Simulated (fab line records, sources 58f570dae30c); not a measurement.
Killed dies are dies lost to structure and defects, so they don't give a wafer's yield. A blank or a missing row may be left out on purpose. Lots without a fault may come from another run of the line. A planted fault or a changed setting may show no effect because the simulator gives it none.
Which tool did it? | flow berkeley_cmos170 | 14 lots, 42 wafers sampled, at 2 steps of a route of 331

WHAT THE GAUGES READ, wafer by wafer
UCB170_NSD_CD_MEAS_06: target cd 1200 nm. Usual: cd_nm 1200.1 nm, standard deviation 1.5.
lot  | measured     | on        | cd_nm (nm)           | flag
L797 | day 7 00:29  | cd_sem-02 | 1198.9 1200.6 1199.3 |
L798 | day 7 00:40  | cd_sem-02 | 1202.0 1200.8 1200.1 |
L800 | day 7 00:49  | cd_sem-01 | 1200.1 1201.2 1200.3 |
L799 | day 7 00:55  | cd_sem-02 | 1201.8 1200.5 1201.1 |
L801 | day 7 11:10  | cd_sem-02 | 1198.0 1197.5 1198.8 |
L811 | day 9 04:15  | cd_sem-02 | 1236.8 1237.2 1237.5 | OFF
L808 | day 9 04:42  | cd_sem-02 | 1199.4 1199.5 1199.2 |
L810 | day 9 04:58  | cd_sem-02 | 1230.8 1230.4 1231.4 | OFF
L812 | day 9 14:01  | cd_sem-02 | 1196.8 1196.9 1197.6 |
L813 | day 10 07:14 | cd_sem-01 | 1199.7 1199.7 1199.6 |
L816 | day 10 16:41 | cd_sem-01 | 1200.8 1202.0 1200.8 |
L817 | day 10 16:48 | cd_sem-02 | 1199.9 1201.0 1201.2 |
L814 | day 10 17:32 | cd_sem-01 | 1203.1 1203.1 1202.8 |
L815 | day 10 19:03 | cd_sem-01 | 1199.3 1199.4 1199.1 |

WHICH TOOL RAN EACH LOT (tool, then ch and the chambers of the sampled wafers, then the start)
lot  | UCB170_NSD_EXPOSE_03
L797 | krf_scanner-01 ch 0, day 6 23:03
L798 | krf_scanner-01 ch 0, day 6 23:20
L800 | krf_scanner-01 ch 0, day 6 23:31
L799 | krf_scanner-01 ch 0, day 6 23:46
L801 | krf_scanner-01 ch 0, day 7 10:42
L811 | krf_scanner-02 ch 0, day 9 03:39
L808 | krf_scanner-01 ch 0, day 9 04:00
L810 | krf_scanner-02 ch 0, day 9 04:17
L812 | krf_scanner-01 ch 0, day 9 13:03
L813 | krf_scanner-01 ch 0, day 10 06:25
L816 | krf_scanner-01 ch 0, day 10 15:26
L817 | krf_scanner-01 ch 0, day 10 15:34
L814 | krf_scanner-01 ch 0, day 10 16:13
L815 | krf_scanner-01 ch 0, day 10 18:14
- UCB170_NSD_EXPOSE_03: exposes mask NSELECT MOD, target cd 1200 nm.

WHAT THE TOOLS THEMSELVES READ (means of the sampled wafers that have a number; where no wafer has one, the mark that the record gives instead)
UCB170_NSD_EXPOSE_03. Usual: exposure_dose_mJ_cm2 29.997, standard deviation 0.03; focus_offset_nm 0.0 nm, standard deviation 0.55.
lot  | tool           | exposure_dose_mJ_cm2 | focus_offset_nm (nm) | flag
L797 | krf_scanner-01 | 30.032               | 0.3                  |
L798 | krf_scanner-01 | 29.977               | 0.3                  |
L800 | krf_scanner-01 | 29.998               | -0.3                 |
L799 | krf_scanner-01 | 30.008               | 0.1                  |
L801 | krf_scanner-01 | 30.003               | -0.1                 |
L811 | krf_scanner-02 | 36.873               | 0.3                  | OFF
L808 | krf_scanner-01 | 29.993               | -0.1                 |
L810 | krf_scanner-02 | 35.527               | -1.0                 | OFF
L812 | krf_scanner-01 | 29.975               | -0.3                 |
L813 | krf_scanner-01 | 30.008               | 0.1                  |
L816 | krf_scanner-01 | 30.039               | 0.1                  |
L817 | krf_scanner-01 | 29.957               | -0.5                 |
L814 | krf_scanner-01 | 29.980               | -0.1                 |
L815 | krf_scanner-01 | 30.016               | 0.3                  |

THE ANSWER, worked out from the rows above alone
Rule: a lot is off if the mean of its wafers that have a number lies more than 3 standard deviations from the usual mean. A lot without any number at a reading at which 4 lots or more have one is off too. The other lots that the step has rows for count as sound. The gauges are gone through in route order, then the tools' own readings, and for those a lot's mean is taken as printed above. The first step at which some lot is off is used, and at that step the reading that is off furthest; a lot without a number counts as furthest.
Off: L811, L810, at UCB170_NSD_CD_MEAS_06 (cd_nm).
A tool fits if, at a process step before that reading, it ran every lot that is off, and no sound lot after the first of them. The gauges at UCB170_NSD_CD_MEAS_06 aren't tried: what is off there is off at UCB170_NSD_EXPOSE_03 too, on other tools, and a gauge's error can't cause that. One fits: krf_scanner-02 at UCB170_NSD_EXPOSE_03. It ran no sound lot before its first lot that is off in this sample, so the start can't be narrowed down.
The tool's own readings at UCB170_NSD_EXPOSE_03 bear it out: on the lots that are off they differ by more than 5 times the standard deviation of the sound lots' means. exposure_dose_mJ_cm2 reads 36.200 there against 29.999 on the sound lots.

WHAT THE SIMULATOR HAD PUT IN
Process parameter drift: krf_scanner-02, from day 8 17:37 on, at UCB170_NSD_EXPOSE_03. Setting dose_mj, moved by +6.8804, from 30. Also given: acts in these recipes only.
Lots struck among those shown: L811, L810. The rule above found the same.
